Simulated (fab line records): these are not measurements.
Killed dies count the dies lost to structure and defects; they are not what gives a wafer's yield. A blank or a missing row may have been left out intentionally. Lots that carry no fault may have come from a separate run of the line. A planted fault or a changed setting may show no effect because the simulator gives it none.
Check of tool commonality | flow berkeley_cmos170 | Sampled: 15 lots, 45 wafers

== REASON FOR OPENING ==
3 of 15 lots carry a flag on the reading NVT_TW at UCB170_NVT_TW_MEAS_09. No-fault wafers: 529, standard deviation 5.5.
Rule: a lot gets a flag if all its wafers with a number sit over 4 standard deviations from that mean, or if no wafer of it has a number. All remaining lots are regarded as sound.

lot  | measured     | on            | NVT_TW, wafer by wafer | flag
L639 | day 7 08:09  | film_metro-04 | 535 535 534            |
L640 | day 7 08:24  | film_metro-01 | 524 525 525            |
L638 | day 7 08:39  | film_metro-01 | 525 523 525            |
L644 | day 8 01:39  | film_metro-03 | 520 523 522            |
L645 | day 8 12:57  | film_metro-03 | 520 523 522            |
L647 | day 8 18:45  | film_metro-01 | 526 530 531            |
L646 | day 8 18:59  | film_metro-01 | 529 530 528            |
L648 | day 9 04:43  | film_metro-01 | 528 531 530            |
L649 | day 9 04:55  | film_metro-03 | 523 523 518            |
L651 | day 9 19:31  | film_metro-03 | 522 520 525            |
L653 | day 10 05:01 | film_metro-01 | 614 611 612            | FLAGGED
L655 | day 10 15:15 | film_metro-04 | 617 617 617            | FLAGGED
L657 | day 11 00:30 | film_metro-04 | 623 619 620            | FLAGGED
L659 | day 11 14:21 | film_metro-01 | 529 530 529            |
L660 | day 11 14:38 | film_metro-04 | 532 539 535            |
Average over the flagged lots: 617; offset from the usual +88, equal to +16 standard deviations.

== WHICH TOOL RAN EACH LOT ==
The record keeps 1 process step preceding the reading, out of 331 steps on the route. Each cell gives the tool, then ch followed by the chambers the sampled wafers passed through, then the start.
lot  | flag    | UCB170_NVT_IMPLANT_07
L639 |         | implanter-02 ch 0, day 7 07:54
L640 |         | implanter-01 ch 0, day 7 08:09
L638 |         | implanter-02 ch 0, day 7 08:24
L644 |         | implanter-01 ch 0, day 8 01:26
L645 |         | implanter-04 ch 0, day 8 12:43
L647 |         | implanter-01 ch 0, day 8 18:30
L646 |         | implanter-04 ch 0, day 8 18:45
L648 |         | implanter-01 ch 0, day 9 04:31
L649 |         | implanter-04 ch 0, day 9 04:40
L651 |         | implanter-04 ch 0, day 9 19:16
L653 | FLAGGED | implanter-04 ch 0, day 10 04:46
L655 | FLAGGED | implanter-04 ch 0, day 10 15:00
L657 | FLAGGED | implanter-04 ch 0, day 11 00:15
L659 |         | implanter-02 ch 0, day 11 14:08
L660 |         | implanter-01 ch 0, day 11 14:24
What the steps here do:
- UCB170_NVT_IMPLANT_07
- UCB170_NVT_TW_MEAS_09

== FLAGGED AGAINST TOTAL, ONE TOOL AT A TIME (gauges that did the reading follow at the end) ==
step                  | tool          | lots run | flagged | share of the flagged lots | sound lots run after its first flagged lot
UCB170_NVT_IMPLANT_07 | implanter-01  | 5        | 0       | none                      | -
UCB170_NVT_IMPLANT_07 | implanter-02  | 3        | 0       | none                      | -
UCB170_NVT_IMPLANT_07 | implanter-04  | 7        | 3       | all                       | 0
UCB170_NVT_TW_MEAS_09 | film_metro-01 | 7        | 1       | some                      | 1 (L659)
UCB170_NVT_TW_MEAS_09 | film_metro-03 | 4        | 0       | none                      | -
UCB170_NVT_TW_MEAS_09 | film_metro-04 | 4        | 2       | some                      | 1 (L660)

== WHAT THE TABLE PERMITS ==
All flagged lots share 1 row of the table, namely implanter-04 at UCB170_NVT_IMPLANT_07.
- implanter-04 at UCB170_NVT_IMPLANT_07: 3 of its 7 lots flagged. It ran its last sound lot, L651, at day 9 19:16 and its first flagged lot, L653, at day 10 04:46: a fault with its onset between the two fits. Its own readings lie more than 4 standard deviations out on every wafer of the flagged lots: dose_ions_cm2, faraday_current_uA.
Just one tool remains: implanter-04 at UCB170_NVT_IMPLANT_07.

== WHAT THE SIMULATOR HAD PUT IN ==
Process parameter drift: implanter-04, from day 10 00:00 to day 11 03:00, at UCB170_NVT_IMPLANT_07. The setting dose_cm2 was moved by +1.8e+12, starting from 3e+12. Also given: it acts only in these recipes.
Lots struck among those shown: L653, L655, L657. This agrees with what the rule above found.
